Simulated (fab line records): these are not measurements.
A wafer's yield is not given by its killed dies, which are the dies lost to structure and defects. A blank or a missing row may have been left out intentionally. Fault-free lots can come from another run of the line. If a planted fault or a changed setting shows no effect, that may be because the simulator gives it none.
Which of the tools did it?	flow ritCmos	42 wafers from 14 lots sampled at 6 of the route's 202 steps

== WHAT EACH GAUGE READ, for each wafer ==
RIT_NRETRO_TW_MEAS_10.
lot	measured	on	NRETRO_TW
L499	day 2 21:26	filmMetro-03	1056 1055 1053
L500	day 3 03:49	filmMetro-04	1045 1045 1047
L501	day 3 09:17	filmMetro-04	1053 1052 1042
L502	day 3 09:31	filmMetro-03	1053 1053 1054
L504	day 3 17:19	filmMetro-04	1049 1049 1043
L503	day 3 17:35	filmMetro-03	1058 1054 1055
L506	day 3 21:07	filmMetro-03	1054 1056 1062
L505	day 3 21:19	filmMetro-02	1052 1048 1054
L510	day 4 18:46	filmMetro-04	1045 1041 1046
L511	day 4 23:10	filmMetro-03	1050 1046 1051
L512	day 5 02:34	filmMetro-03	1050 1052 1052
L515	day 5 15:51	filmMetro-03	1051 1049 1054
L518	day 6 11:13	filmMetro-03	1053 1050 1051
L522	day 7 05:21	filmMetro-03	1045 1048 1045

RIT_NSD_TW_MEAS_10.
lot	measured	on	NSD_TW
L499	day 3 20:04	filmMetro-02	3112 3119 3127
L500	day 4 02:49	filmMetro-02	3104 3099 3115
L501	day 4 07:08	filmMetro-04	3100 3094 3104
L502	day 4 07:44	filmMetro-04	3096 3089 3099
L504	day 4 12:37	filmMetro-04	3098 3107 3108
L503	day 4 14:23	filmMetro-03	3100 3104 3106
L506	day 4 19:09	filmMetro-03	3111 3102 3110
L505	day 4 20:58	filmMetro-02	3117 3114 3127
L510	day 5 13:13	filmMetro-04	3088 3112 3106
L511	day 5 17:37	filmMetro-03	3113 3113 3128
L512	day 5 23:11	filmMetro-03	2551 2556 2546
L515	day 6 11:23	filmMetro-04	2532 2540 2545
L518	day 7 05:53	filmMetro-03	3101 3108 3111
L522	day 7 23:26	filmMetro-02	3106 3094 3097

RIT_SDANNEAL_RS_MEAS_05: uses a four-point probe to measure.
lot	measured	on	NSD_RS (ohm/sq)
L499	day 3 22:11	filmMetro-03	84.64 84.55 84.66
L500	day 4 04:58	filmMetro-02	84.65 84.97 84.96
L501	day 4 09:59	filmMetro-03	84.06 84.48 84.36
L502	day 4 10:07	filmMetro-04	84.37 84.46 84.59
L504	day 4 14:53	filmMetro-04	84.46 84.49 84.39
L503	day 4 16:33	filmMetro-02	84.63 84.79 84.72
L506	day 4 21:25	filmMetro-03	84.86 84.89 84.74
L505	day 4 23:03	filmMetro-04	84.23 84.56 84.18
L510	day 5 15:24	filmMetro-04	84.62 84.52 84.22
L511	day 5 19:38	filmMetro-03	84.43 84.49 84.66
L512	day 6 01:17	filmMetro-04	164.62 165.56 166.12
L515	day 6 13:49	filmMetro-03	167.35 165.52 166.21
L518	day 7 08:08	filmMetro-03	84.64 84.60 84.99
L522	day 8 01:28	filmMetro-04	84.44 84.31 84.47

== WHICH TOOL RAN EACH LOT (tool, then ch and the chambers of the sampled wafers, then the start) ==
lot	RIT_NRETRO_STRIP_09	RIT_NLDD_STRIP_09	RIT_NSD_IMPLANT_08
L499	plasmaAsher-04 ch 0,1, day 2 21:18	plasmaAsher-01 ch 0,1, day 3 14:09	implanter-04 ch 0, day 3 19:46
L500	plasmaAsher-01 ch 0,1, day 3 03:38	plasmaAsher-02 ch 0, day 3 20:51	implanter-03 ch 0, day 4 02:29
L501	plasmaAsher-04 ch 0,1, day 3 09:05	plasmaAsher-01 ch 0,1, day 4 01:19	implanter-03 ch 0, day 4 06:49
L502	plasmaAsher-01 ch 0,1, day 3 09:20	plasmaAsher-03 ch 0,1, day 4 01:50	implanter-02 ch 0, day 4 07:25
L504	plasmaAsher-04 ch 0,1, day 3 17:08	plasmaAsher-01 ch 0,1, day 4 06:42	implanter-04 ch 0, day 4 12:17
L503	plasmaAsher-02 ch 0,1, day 3 17:23	plasmaAsher-03 ch 0,1, day 4 06:48	implanter-04 ch 0, day 4 14:05
L506	plasmaAsher-04 ch 0,1, day 3 20:56	plasmaAsher-02 ch 0,1, day 4 13:29	implanter-04 ch 0, day 4 18:51
L505	plasmaAsher-02 ch 0,1, day 3 21:08	plasmaAsher-02 ch 0,1, day 4 14:03	implanter-04 ch 0, day 4 20:40
L510	plasmaAsher-04 ch 0,1, day 4 18:37	plasmaAsher-03 ch 0,1, day 5 07:20	implanter-02 ch 0, day 5 12:55
L511	plasmaAsher-02 ch 0,1, day 4 22:57	plasmaAsher-03 ch 0,1, day 5 11:53	implanter-04 ch 0, day 5 17:18
L512	plasmaAsher-02 ch 0,1, day 5 02:23	plasmaAsher-02 ch 0,1, day 5 17:29	implanter-02 ch 0, day 5 22:52
L515	plasmaAsher-04 ch 0,1, day 5 15:40	plasmaAsher-01 ch 0,1, day 6 05:33	implanter-02 ch 0, day 6 11:03
L518	plasmaAsher-02 ch 0,1, day 6 11:02	plasmaAsher-01 ch 0,1, day 7 00:12	implanter-03 ch 0, day 7 05:34
L522	plasmaAsher-02 ch 0,1, day 7 05:10	plasmaAsher-02 ch 0,1, day 7 17:55	implanter-03 ch 0, day 7 23:07
- RIT_NRETRO_STRIP_09: strips in O2, time 180 s.
- RIT_NLDD_STRIP_09: strips in O2, time 180 s.
- RIT_NSD_IMPLANT_08

== WHAT THE TOOLS THEMSELVES READ (means of the sampled wafers that have a number; where no wafer has one, the mark that the record gives instead) ==
RIT_NRETRO_STRIP_09.
lot	tool	drypumpMotorCurrentA (A)
L499	plasmaAsher-04	6.4
L500	plasmaAsher-01	5.8
L501	plasmaAsher-04	6.5
L502	plasmaAsher-01	5.9
L504	plasmaAsher-04	6.6
L503	plasmaAsher-02	5.5
L506	plasmaAsher-04	6.6
L505	plasmaAsher-02	5.5
L510	plasmaAsher-04	6.5
L511	plasmaAsher-02	5.6
L512	plasmaAsher-02	5.7
L515	plasmaAsher-04	6.6
L518	plasmaAsher-02	5.5
L522	plasmaAsher-02	5.5

RIT_NLDD_STRIP_09.
lot	tool	drypumpMotorCurrentA (A)
L499	plasmaAsher-01	5.83
L500	plasmaAsher-02	5.77
L501	plasmaAsher-01	5.82
L502	plasmaAsher-03	5.58
L504	plasmaAsher-01	5.84
L503	plasmaAsher-03	5.75
L506	plasmaAsher-02	5.65
L505	plasmaAsher-02	5.52
L510	plasmaAsher-03	5.73
L511	plasmaAsher-03	5.58
L512	plasmaAsher-02	5.64
L515	plasmaAsher-01	5.81
L518	plasmaAsher-01	5.80
L522	plasmaAsher-02	5.49

RIT_NSD_IMPLANT_08.
lot	tool	doseIonsCm2	endStationPressureTorr (Torr)	faradayCurrentUA
L499	implanter-04	1.0008e+15	8.0e-06	3113
L500	implanter-03	1.0002e+15	7.3e-06	3133
L501	implanter-03	1.0005e+15	7.7e-06	3105
L502	implanter-02	9.9953e+14	7.8e-06	3145
L504	implanter-04	1.0000e+15	7.1e-06	3156
L503	implanter-04	9.9960e+14	7.3e-06	3120
L506	implanter-04	9.9873e+14	7.1e-06	3144
L505	implanter-04	1.0014e+15	7.4e-06	3138
L510	implanter-02	9.9873e+14	7.2e-06	3071
L511	implanter-04	1.0016e+15	7.7e-06	3092
L512	implanter-02	4.3363e+14	6.1e-06	1349
L515	implanter-02	4.3273e+14	6.1e-06	1368
L518	implanter-03	1.0001e+15	7.3e-06	3127
L522	implanter-03	1.0022e+15	7.6e-06	3196

== THE ANSWER, worked out from the rows above alone ==
Rule: usual is defined by the lots themselves. The widest of any qualifying gaps counts: lots, ordered by their means at a reading, are off when they make up no more than a third of the lots, leave a main group of 4 or more, and stand apart from it by 3 or more times the standard deviation of that group's means. If all means in a main group match to the digits the tables above print for the reading, that group is not used. Also off: a lot with no number at a reading for which 4 or more lots have one. The other lots that the step has rows for count as sound. The gauges are gone through in route order, then the tools' own readings, and for those a lot's mean is taken as printed above. At the first step where some lot is off, the reading lying furthest off is the one used; lots without a number count as furthest.
Off: L512, L515, at RIT_NSD_TW_MEAS_10 (NSD_TW). Mean 3107 and standard deviation 7.9 in the main group.
If a tool, at a process step before that reading, ran all the lots that are off and no sound lot after the first of them, it fits. Not tried: the gauges at RIT_NSD_TW_MEAS_10; whatever is off there is also off at RIT_NSD_IMPLANT_08, on other tools, and gauge error can't account for it. One fits: RIT_NSD_IMPLANT_08 on implanter-02. A fault onset in the window from L510 (day 5 12:55, its last sound lot) to L512 (day 5 22:52, its first lot off) fits.
The tool's own readings at RIT_NSD_IMPLANT_08 bear it out: on the lots that are off they differ by more than 5 times the standard deviation of the sound lots' means. doseIonsCm2 reads 4.3318e+14 there against 1.0003e+15 on the sound lots; faradayCurrentUA reads 1358 there against 3128 on the sound lots.

== WHAT THE SIMULATOR PUT IN ==
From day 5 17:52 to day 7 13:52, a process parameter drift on implanter-02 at RIT_NSD_IMPLANT_08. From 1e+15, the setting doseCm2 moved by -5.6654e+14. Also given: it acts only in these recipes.
Struck lots among those shown: L512, L515. The rule above found the same.
